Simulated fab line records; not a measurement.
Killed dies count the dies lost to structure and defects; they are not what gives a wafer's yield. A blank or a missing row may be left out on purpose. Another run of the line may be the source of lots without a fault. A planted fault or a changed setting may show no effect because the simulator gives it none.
fab line records | flow rit-cmos
record lots=5 wafers=27
route steps=202 shown CONTACT@175 M1@200
start-h: hours from the record's opening day to when the first of the lot's shown wafers began | wait-h: hours elapsed since this lot's preceding step | " unchanged from the row above | L1.1+2: one row covering several wafers at once | - either no value or no given start | * or withheld: withheld | < > ~ a bound
route shown NAME@n: names a module that has steps shown in the file, with the first one's number in the route | usual: mean/standard deviation taken from wafers without a fault | same: alike in all rows | chamber/n: place in a boat | sites: per-site readings | _std_site: how widely they spread, as a standard deviation | _edge_site: outer sites' mean less inner sites' | radius-mm: how far each site lies from the wafer's centre | mask NAME#n: copy n | behind: the tool/chamber that last shaped the wafer | hold: the reason the lot was held/the length of the hold in hours/how it ended | device: whichever transistor did not switch (one of n, p or np) | end of line: the route-end tests of the same wafers | a step given without rows: its recipe and nothing more | killed: dies lost to structure and defects at the first sort, not the wafer's yield | map: dies across one wafer; x = killed, . = not, _ = none there
set.NAME: setting as actually run; set.NAME@STEP: the setting as run at that earlier step | model.NAME: the simulator's own value behind a step, which no gauge read
lots where settings were altered on purpose, with a table for each step and a row for each wafer
## steps
# step RIT_CONTACT_DEVELOP_07
# recipe resist=NOVOLAK develop-time-s=120 dev-temp-c=23
# columns lot.wafer tool chamber start-h wait-h set.develop-time-s
L074.1+3+5 litho-track-01 0 - - 188.3
L074.2+4+6 " 0 " " 120
L075.1+3+5 litho-track-02 0 - - 101.1
L075.2+4+6 " 0 " " 120
L076.1+5+6 litho-track-01 0 - - 145.5
L076.2+3+4 " 0 " " 120
L080.1+2+3 litho-track-01 0 - - 186.9
L080.4+5+6 " 0 " " 120
L082.3+4+6 litho-track-02 0 - - 120
# step RIT_CONTACT_CD_MEAS_08
# recipe target-cd-nm=1000
# usual cd-nm=999.9/2.5
# columns lot.wafer tool chamber start-h wait-h set.develop-time-s@CONTACT_DEVELOP_07 cd-nm
L074.1 cd-sem-02 - 54.34 - 188.3 1035.6
L074.2 " - " " 120 1001.8
L074.3 " - " " 188.3 1037.0
L074.4 " - " " 120 1002.5
L074.5 " - " " 188.3 1034.7
L074.6 " - " " 120 999.5
L075.1 cd-sem-02 - 62.36 - 101.1 981.3
L075.2 " - " " 120 996.8
L075.3 " - " " 101.1 982.6
L075.4 " - " " 120 995.0
L075.5 " - " " 101.1 982.1
L075.6 " - " " 120 996.5
L076.1 cd-sem-01 - 67.88 - 145.5 1016.4
L076.2 " - " " 120 1002.9
L076.3 " - " " 120 1002.6
L076.4 " - " " 120 1002.4
L076.5 " - " " 145.5 1019.6
L076.6 " - " " 145.5 1019.8
L080.1 cd-sem-02 - 85.89 - 186.9 1035.6
L080.2 " - " " 186.9 1037.0
L080.3 " - " " 186.9 1036.0
L080.4 " - " " 120 1001.1
L080.5 " - " " 120 1001.2
L080.6 " - " " 120 1001.0
L082.3 cd-sem-01 - 97.56 - 120 998.0
L082.4 " - " " 120 998.7
L082.6 " - " " 120 997.9
# step RIT_CONTACT_HARDBAKE_10
# recipe resist=NOVOLAK temp-c=140 time-s=60
# step RIT_CONTACT_ETCH_11
# recipe target-depth-a=4800 over-etch-frac=0.2 stop-on=TiSi2 chemistry=CHF3/CF4/Ar target=SiO2 CHF3_flow_sccm=50 cf4-flow-sccm=10 Ar_flow_sccm=100 O2_flow_sccm=5 pressure-mtorr=100 rf-w=200 time-s=320
# columns lot.wafer tool chamber start-h wait-h set.time-s@CONTACT_CVD_00 set.develop-time-s@CONTACT_DEVELOP_07 model.etch.depth-nm model.CONTACT.feature-depth-nm model.CONTACT.cd-nm
L074.1 rie-diel-02 3 54.65 0.1 34 188.3 218.5 218.5 1035
L074.2 " 1 " " 34 120 223.4 223.4 1001
L074.3 " 0 " " 61 188.3 394.2 394.2 1037
L074.4 " 2 " " 34 120 228 228 1002
L074.5 " 1 " " 61 188.3 404.8 404.8 1034
L074.6 " 0 " " 61 120 400.2 400.2 999.4
L075.1 rie-diel-04 0 62.67 0.1 61 101.1 389.7 389.7 981.6
L075.2 " 3 " " 61 120 394.5 394.5 997.1
L075.3 " 2 " " 35.46 101.1 226.7 226.7 982
L075.4 " 1 " " 35.46 120 233.6 233.6 995.1
L075.5 " 0 " " 61 101.1 400.1 400.1 981.9
L075.6 " 3 " " 35.46 120 233.5 233.5 996.4
L076.1 rie-diel-02 0 68.19 0.1 61 145.5 391.5 391.5 1016
L076.2 " 3 " " 61 120 398.3 398.3 1002
L076.3 " 2 " " 81.35 120 473 473 1002
L076.4 " 1 " " 61 120 400.5 400.5 1001
L076.5 " 3 " " 81.35 145.5 465.1 465.1 1019
L076.6 " 0 " " 81.35 145.5 477.4 477.4 1020
L080.1 rie-diel-04 3 86.39 0.1 61 186.9 394.8 394.8 1035
L080.2 " 2 " " 49.09 186.9 326.2 326.2 1037
L080.3 " 1 " " 61 186.9 396.9 396.9 1036
L080.4 " 0 " " 61 120 404.4 404.4 1001
L080.5 " 0 " " 49.09 120 328.6 328.6 1002
L080.6 " 3 " " 49.09 120 326.8 326.8 1001
L082.3 rie-diel-04 3 97.83 0.1 61 120 388.5 388.5 997.6
L082.4 " 1 " " 61 120 399.2 399.2 999
L082.6 " 0 " " 61 120 396.5 396.5 998.4
# step RIT_CONTACT_STRIP_12
# recipe chemistry=O2 time-s=180 resist=NOVOLAK platen-temp-c=withheld power-w=500 pressure-mtorr=4000 o2-flow-sccm=4000
# step RIT_CONTACT_CD_MEAS_90
# recipe target-cd-nm=1000
# usual cd-nm=999.8/2.4
# columns lot.wafer tool chamber start-h wait-h set.develop-time-s@CONTACT_DEVELOP_07 cd-nm
L074.1 cd-sem-02 - 55.02 0.1 188.3 1035.4
L074.2 " - " " 120 1001.2
L074.3 " - " " 188.3 1037.2
L074.4 " - " " 120 1002.4
L074.5 " - " " 188.3 1033.7
L074.6 " - " " 120 999.6
L075.1 cd-sem-01 - 63.04 0.1 101.1 981.6
L075.2 " - " " 120 996.8
L075.3 " - " " 101.1 982.1
L075.4 " - " " 120 995.0
L075.5 " - " " 101.1 981.8
L075.6 " - " " 120 996.4
L076.1 cd-sem-01 - 68.56 0.1 145.5 1016.4
L076.2 " - " " 120 1002.0
L076.3 " - " " 120 1002.4
L076.4 " - " " 120 1001.3
L076.5 " - " " 145.5 1018.9
L076.6 " - " " 145.5 1019.5
L080.1 cd-sem-02 - 86.76 0.1 186.9 1035.5
L080.2 " - " " 186.9 1036.4
L080.3 " - " " 186.9 1036.1
L080.4 " - " " 120 1001.0
L080.5 " - " " 120 1001.4
L080.6 " - " " 120 1001.3
L082.3 cd-sem-02 - 98.24 0.1 120 997.5
L082.4 " - " " 120 999.1
L082.6 " - " " 120 998.3
# step RIT_CONTACT_CLEAN_13
# recipe chemistry=SC1 mix=3:3:50 time-s=600 temp-c=75
# step RIT_CONTACT_CLEAN_14
# recipe chemistry=SC2 mix=3:3:50 time-s=600 temp-c=75 dry=n2-spin
# step RIT_M1_ANNEAL_15
# recipe temp-c=450 time-s=1800 ambient=forming_gas_H2N2
# step RIT_M1_PROBE_99
# columns lot.wafer tool chamber start-h wait-h set.time-s@GATE_CVD_08 model.etest.nldd.rs-ohm-sq model.etest.nldd.line-ohm-um
L074.1+2+3+4+5+6 prober-01 - 59.50 0.1 3319 - -
L075.1 prober-01 - 67.52 0.1 2220 370.3 125.4
L075.2 prober-01 - 67.57 0.1 2220 357.5 109.5
L075.4 prober-01 - 67.67 0.2 2220 237.8 72.58
L075.5 prober-01 - 67.72 0.2 2220 359.5 108.7
L075.6 prober-01 - 67.77 0.2 2220 372.7 124.8
L076.1+2+3+4+5+6 prober-02 - 73.41 0.1 3379 - -
L080.2 prober-02 - 91.31 0.1 1390 4.48 1.349
L080.3 prober-02 - 91.36 0.2 1390 4.377 1.335
L080.6 prober-02 - 91.51 0.2 1390 4.397 1.31
L082.3 prober-02 - 103.43 0.2 2220 392.1 124.3
L082.4 prober-02 - 103.48 0.2 2220 386.2 121.8
L082.6 prober-02 - 103.58 0.2 2220 379.4 120.6
# killed by level:class
L082.3 GATE:geometric-particle:short=5 REOX:geometric-particle:open=2 GATE:geometric-particle:open=1
L082.4 GATE:geometric-particle:open=2 REOX:geometric-particle:open=2 SPACER:geometric-particle:open=1
L082.6 GATE:geometric-particle:open=2 SILICIDE:geometric-particle:short=2 CONTACT:geometric-particle:short=2 GATE:geometric-particle:short=1
## key
split step=RIT_CONTACT_DEVELOP_07 setting=develop-time-s stated=120 by=wafer
response step=RIT_CONTACT_CD_MEAS_08 reading=cd-nm change=+0.636 per=1% r=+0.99
response step=RIT_CONTACT_ETCH_11 reading=model.CONTACT.cd-nm change=+0.634 per=1% r=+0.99
response step=RIT_CONTACT_CD_MEAS_90 reading=cd-nm change=+0.633 per=1% r=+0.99
split outside-this-file step=RIT_GATE_CVD_08 setting=time-s
split outside-this-file step=RIT_CONTACT_CVD_00 setting=time-s
# split outside-this-file: this setting was split too, and the file shows its column; the key of that split is in another file
